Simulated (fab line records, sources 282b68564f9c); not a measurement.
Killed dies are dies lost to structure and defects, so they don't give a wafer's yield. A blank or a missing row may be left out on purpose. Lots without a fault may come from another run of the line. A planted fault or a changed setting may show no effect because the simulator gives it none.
A struck lot beside a sound one | flow rit_cmos | 17 steps out of a route of 202
Sound: wafers L565.1, L565.2, L565.6. Struck: wafers L574.3, L574.4, L574.6. The cause comes at the end.
At each step with rows: each side's tool, then ch and its chambers, then its first start. Under that, the readings that differ: sound wafers | struck wafers | difference of the means | sigmas: that difference in standard deviations of wafers without a fault.
alike: readings whose means differ by less than 2 such deviations, and words and numbers that are the same on both sides. not compared: withheld readings, readings that some wafer has no value for, bounds like >300 that may hide the same value, and numbers for which the record gives no deviation and whose values overlap.
The two part at a step that has a row with sigmas, a row that says differs or no value, or rows on one side only. Numbers that don't overlap but have no deviation are shown without sigmas and don't part them. A reading that every wafer of one side lacks parts them only if that side has two wafers or more.

RIT_ACTIVE_BOW_MEAS_00:
  sound on film_metro-01, day 2 06:00; struck on film_metro-01, day 4 03:02
  alike: INCOMING_BOW
then, 1 step without rows for these wafers: RIT_ACTIVE_OXIDATION_01 (target thk 46.8 nm, ox time 3200 s).
RIT_ACTIVE_THK_MEAS_02:
  sound on film_metro-04, day 2 08:03; struck on film_metro-02, day 4 05:04
  reading               | sound          | struck         | difference | sigmas
  ACTIVE_OXIDE_THK (nm) | 45.3 45.4 45.8 | 44.2 44.1 43.6 | -1.5       | -2
RIT_ACTIVE_CVD_03: deposits Si3N4 from SiH2Cl2/NH3, target thk 150 nm, time 1500 s.
  sound on lpcvd-02 ch 0, day 2 08:07; struck on lpcvd-01 ch 0, day 4 05:07
  no value came back on the struck wafers for nh3_flow_sccm (sccm), pressure_mtorr (mTorr), zone_power_source_pct (%); on the sound wafers nh3_flow_sccm (sccm) reads 149.6 150.1 149.9
then, 6 steps without rows for these wafers: RIT_ACTIVE_HMDS_05 (prime time 60 s); RIT_ACTIVE_COAT_06 (resist thk 1000 nm); RIT_ACTIVE_SOFTBAKE_07 (time 60 s); RIT_ACTIVE_EXPOSE_08 (exposes mask M1, target cd 1400 nm); RIT_ACTIVE_PEB_09; RIT_ACTIVE_DEVELOP_10 (develop time 51 s).
RIT_ACTIVE_CD_MEAS_11: target cd 1400 nm.
  sound on cd_sem-02, day 2 10:26; struck on cd_sem-02, day 4 07:29
  alike: cd_nm
then, 1 step without rows for these wafers: RIT_ACTIVE_HARDBAKE_12 (time 60 s).
RIT_ACTIVE_ETCH_13: etches Si3N4 in SF6, stops on SiO2, time 210 s, target depth 210 nm.
  sound on rie_diel-03 ch 1,2, day 2 10:43; struck on rie_diel-03 ch 1,2,3, day 4 07:58
  alike: drypump_motor_current_A, oes_product_au, throttle_valve_pct
  not compared: rf_hours_counter_h, model.ACTIVE.feature_depth_nm, model.etch.depth_nm
RIT_ACTIVE_STRIP_14: strips in O2, time 180 s.
  sound on plasma_asher-03 ch 0,1, day 2 10:50; struck on plasma_asher-03 ch 0,1, day 4 08:10
  alike: drypump_motor_current_A, rf_refl_power_W
  not compared: rf_hours_counter_h
RIT_ACTIVE_CD_MEAS_90: target cd 1400 nm.
  sound on cd_sem-01, day 2 11:01; struck on cd_sem-01, day 4 08:19
  reading    | sound                | struck | difference                    | sigmas
  cd_nm (nm) | 1401.2 1402.4 1403.5 | - - -  | no value on the struck wafers |
then, 1 step without rows for these wafers: RIT_ACTIVE_CLEAN_15 (cleans in SC1, time 600 s).
RIT_M1_PROBE_99:
  sound on prober-02, day 4 09:23; struck on prober-01, day 6 06:13
  reading             | sound | struck      | difference | sigmas
  killed_at_front_end | 4 5 6 | 264 264 264 | +259       | +86
  killed_dies         | 4 5 6 | 264 264 264 | +259       | +84
  killed_on_rim       | 1 2 0 | 70 70 70    | +69        | +53
  alike: killed_at_M0_to_M3, killed_at_contacts, killed_open, killed_short

WHERE THEY PART
First at RIT_ACTIVE_THK_MEAS_02; last, within this record, at RIT_M1_PROBE_99.

WHY: what the simulator had put in
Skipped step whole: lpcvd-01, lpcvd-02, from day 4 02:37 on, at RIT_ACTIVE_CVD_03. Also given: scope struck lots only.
